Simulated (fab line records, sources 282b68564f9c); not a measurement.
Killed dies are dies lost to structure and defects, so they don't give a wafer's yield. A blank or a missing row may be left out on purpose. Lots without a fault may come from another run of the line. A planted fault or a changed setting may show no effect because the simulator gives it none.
One fault seen from 2 desks | flow rit_cmos | each desk has only its own numbers; what lay behind them comes last

THE METROLOGY DESK
What the gauges read, lot by lot, whatever tool the lot ran on: means of the sampled wafers that have a number. A lot is out of limits, marked OUT, if its mean lies more than 4 standard deviations from the usual mean; the brackets give that distance.
Columns: A = GATE_OXIDE_THK at RIT_GATE_THK_MEAS_07, usual 3.04 nm; B = PSD_TW at RIT_PSD_TW_MEAS_10, usual 3390; C = SILICIDE_TI_RS at RIT_SILICIDE_RS_MEAS_02, usual 47.7 ohm/sq; D = SILICIDE_TI_THK at RIT_SILICIDE_THK_MEAS_03, usual 29.9 nm; E = M1_OVL at RIT_M1_OVL_MEAS_10, usual -0.5 nm
lot  | first seen here | A    | B    | C               | D    | E
L965 | day 2 09:31     | 2.99 | 3372 | 48.5            | 29.7 | -0.6
L966 | day 2 14:25     | 3.11 | 3367 | 47.6            | 30.1 | 1.4
L967 | day 2 20:38     | 2.99 | 3429 | 48.3            | 29.5 | -1.1
L968 | day 3 01:31     | 3.04 | 3399 | 46.9            | 30.3 | 0.1
L969 | day 3 05:34     | 2.95 | 3368 | 48.5            | 29.4 | -0.7
L970 | day 3 10:19     | 3.12 | 3387 | 48.2            | 29.7 | -0.6
L973 | day 4 01:59     | 3.04 | 3383 | 48.9            | 29.1 | -0.3
L974 | day 4 06:59     | 3.08 | 3390 | 46.9            | 30.2 | -2.2
L975 | day 4 11:51     | 3.10 | 3399 | 47.5            | 30.1 | -1.6
L977 | day 5 01:39     | 3.01 | 3394 | 51.7 (+5.4) OUT | 28.5 | -1.4
L981 | day 5 18:16     | 3.07 | 3400 | 47.8            | 29.6 | -0.3
L986 | day 6 18:50     | 3.11 | 3360 | 47.8            | 29.9 | -0.3
L988 | day 7 05:41     | 2.95 | 3380 | 47.4            | 30.1 | -0.8
This desk's finding: out of limits on L977; first on L977, day 5 19:05 (SILICIDE_TI_RS at RIT_SILICIDE_RS_MEAS_02). In limits: L965, L966, L967, L968, L969, L970, L973, L974, L975, L981, L986, L988.

THE TOOL OWNER'S DESK: pvd_sputter-02
The tool's own readings at RIT_SILICIDE_SPUTTER_01 (material Ti, target thk 30 nm, time 240 s): means of the sampled wafers that have a number, for each lot that ran on this tool. A lot is out of limits, marked OUT, if its mean lies more than 4 standard deviations from the usual mean; the brackets give that distance.
Columns: A = throttle_valve_pct at RIT_SILICIDE_SPUTTER_01, usual 30.2 %
lot  | first seen here | A
L965 | day 3 02:07     | 30.8
L967 | day 3 13:00     | 30.2
L969 | day 3 22:32     | 31.2
L973 | day 4 19:33     | 30.7
L975 | day 5 04:29     | 31.5
L977 | day 5 18:55     | 30.9
This desk's finding: nothing out of limits on any of the 6 lots.

PUT TOGETHER
The metrology desk could have raised an alarm at day 5 19:05, on L977.
The tool owner's desk saw nothing out of limits.
The tool owner's desk has L977 on record, within its limits.
Of the lots named, all ran RIT_SILICIDE_SPUTTER_01 on pvd_sputter-02.

WHAT THE SIMULATOR HAD PUT IN
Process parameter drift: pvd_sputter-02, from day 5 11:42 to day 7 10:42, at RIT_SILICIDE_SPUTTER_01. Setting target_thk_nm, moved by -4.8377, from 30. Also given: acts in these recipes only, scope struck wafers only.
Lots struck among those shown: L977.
Hours from the fault's start to each desk's first reading out of limits: the metrology desk, 7.
